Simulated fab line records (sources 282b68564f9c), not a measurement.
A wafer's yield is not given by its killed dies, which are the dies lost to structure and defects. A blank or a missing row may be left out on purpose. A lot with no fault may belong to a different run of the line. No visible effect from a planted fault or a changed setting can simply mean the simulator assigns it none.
The tool behind it: which one? | flow rit cmos | 13 lots with 39 wafers sampled at 2 steps, on a route of 202 steps

## WHAT THE GAUGES READ, wafer by wafer
RIT_GATE_THK_MEAS_09. Usual: for GATE_POLY_THK the level is 250.1 nm and the standard deviation is 2.2.
lot  | measured    | on            | GATE_POLY_THK (nm) | flag
L900 | day 2 23:34 | film metro-02 | 253.6 252.4 252.2  |
L901 | day 3 03:44 | film metro-02 | 252.7 249.9 251.6  |
L902 | day 3 07:46 | film metro-02 | 251.4 250.7 252.4  |
L903 | day 3 12:04 | film metro-01 | 250.2 250.0 250.9  |
L904 | day 3 16:58 | film metro-01 | 250.0 251.7 253.7  |
L905 | day 3 22:30 | film metro-04 | 250.6 251.3 250.5  |
L909 | day 4 20:02 | film metro-02 | 250.5 248.7 250.9  |
L911 | day 5 05:26 | film metro-04 | 249.1 248.4 248.6  |
L914 | day 5 20:34 | film metro-04 | 252.0 250.6 249.7  |
L918 | day 6 15:41 | film metro-01 | 195.2 195.3 197.5  | OFF
L919 | day 6 21:09 | film metro-02 | 251.7 252.3 251.6  |
L920 | day 7 02:22 | film metro-01 | 249.2 248.8 248.9  |
L921 | day 7 07:06 | film metro-04 | 252.0 252.8 252.1  |

## TOOL THAT RAN EACH LOT (tool first, then ch and the chambers of the sampled wafers, then the start)
lot  | RIT_GATE_CVD_08
L900 | lpcvd-02 ch 0, day 2 21:57
L901 | lpcvd-02 ch 0, day 3 02:07
L902 | lpcvd-01 ch 0, day 3 06:09
L903 | lpcvd-02 ch 1, day 3 10:26
L904 | lpcvd-01 ch 1, day 3 15:20
L905 | lpcvd-02 ch 1, day 3 20:53
L909 | lpcvd-01 ch 0, day 4 18:25
L911 | lpcvd-02 ch 1, day 5 03:49
L914 | lpcvd-02 ch 0, day 5 18:56
L918 | lpcvd-02 ch 1, day 6 14:04
L919 | lpcvd-01 ch 1, day 6 19:31
L920 | lpcvd-01 ch 0, day 7 00:44
L921 | lpcvd-01 ch 0, day 7 05:28
- RIT_GATE_CVD_08: deposits poly-Si from SiH4, target thk 250 nm, time 2220 s.

## WHAT THE TOOLS THEMSELVES READ (means of the sampled wafers that have a number; where no wafer has one, the mark that the record gives instead)
RIT_GATE_CVD_08. Usual: spike tc centre C 612.5 C, standard deviation 1.1; spike tc load C 632.9 C, standard deviation 3; spike tc source C 631.4 C, standard deviation 1.4.
lot  | tool     | spike tc centre C (C) | spike tc load C (C) | spike tc source C (C) | flag
L900 | lpcvd-02 | 613.2                 | 637.0               | 632.6                 |
L901 | lpcvd-02 | 613.7                 | 636.8               | 632.6                 |
L902 | lpcvd-01 | 612.4                 | 632.3               | 631.7                 |
L903 | lpcvd-02 | 612.8                 | 630.4               | 630.0                 |
L904 | lpcvd-01 | 613.6                 | 628.8               | 630.0                 |
L905 | lpcvd-02 | 612.4                 | 630.3               | 631.6                 |
L909 | lpcvd-01 | 613.3                 | 632.4               | 632.8                 |
L911 | lpcvd-02 | 611.7                 | 629.5               | 629.6                 |
L914 | lpcvd-02 | 611.9                 | 634.9               | 632.5                 |
L918 | lpcvd-02 | 602.3                 | 620.4               | 619.8                 | OFF
L919 | lpcvd-01 | 613.5                 | 629.6               | 629.7                 |
L920 | lpcvd-01 | 613.0                 | 632.9               | 631.2                 |
L921 | lpcvd-01 | 613.0                 | 632.7               | 632.2                 |

## THE ANSWER, worked out from the rows above alone
Rule: a lot is off if the mean of its wafers that have a number lies more than 3 standard deviations from the usual mean. A lot without any number at a reading at which 4 lots or more have one is off too. All remaining lots with rows at the step are treated as sound. Order of review: gauges by route order, followed by the tools' own readings, for which a lot's mean as printed above is used. The first step at which some lot is off is used, and at that step the reading that is off furthest; a lot without a number counts as furthest.
Off: L918, seen at RIT_GATE_THK_MEAS_09 (GATE_POLY_THK).
A tool fits if, at a process step before that reading, it ran every lot that is off, and no sound lot after the first of them. The gauges at RIT_GATE_THK_MEAS_09 aren't tried: what is off there is off at RIT_GATE_CVD_08 too, on other tools, and a gauge's error can't cause that. One fits: RIT_GATE_CVD_08 on lpcvd-02. A fault onset in the window from L914 (day 5 18:56, its last sound lot) to L918 (day 6 14:04, its first lot off) fits.
The tool's own readings at RIT_GATE_CVD_08 bear it out: on the lots that are off they differ by more than 5 times the standard deviation of the sound lots' means. spike tc centre C reads 602.3 C there against 612.9 C on the sound lots; spike tc source C reads 619.8 C there against 631.4 C on the sound lots.

## WHAT THE SIMULATOR HAD PUT IN
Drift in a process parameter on lpcvd-02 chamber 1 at RIT_GATE_CVD_08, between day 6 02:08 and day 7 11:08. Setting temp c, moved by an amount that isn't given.
Struck lots among those shown: L918. Same finding as the rule above.
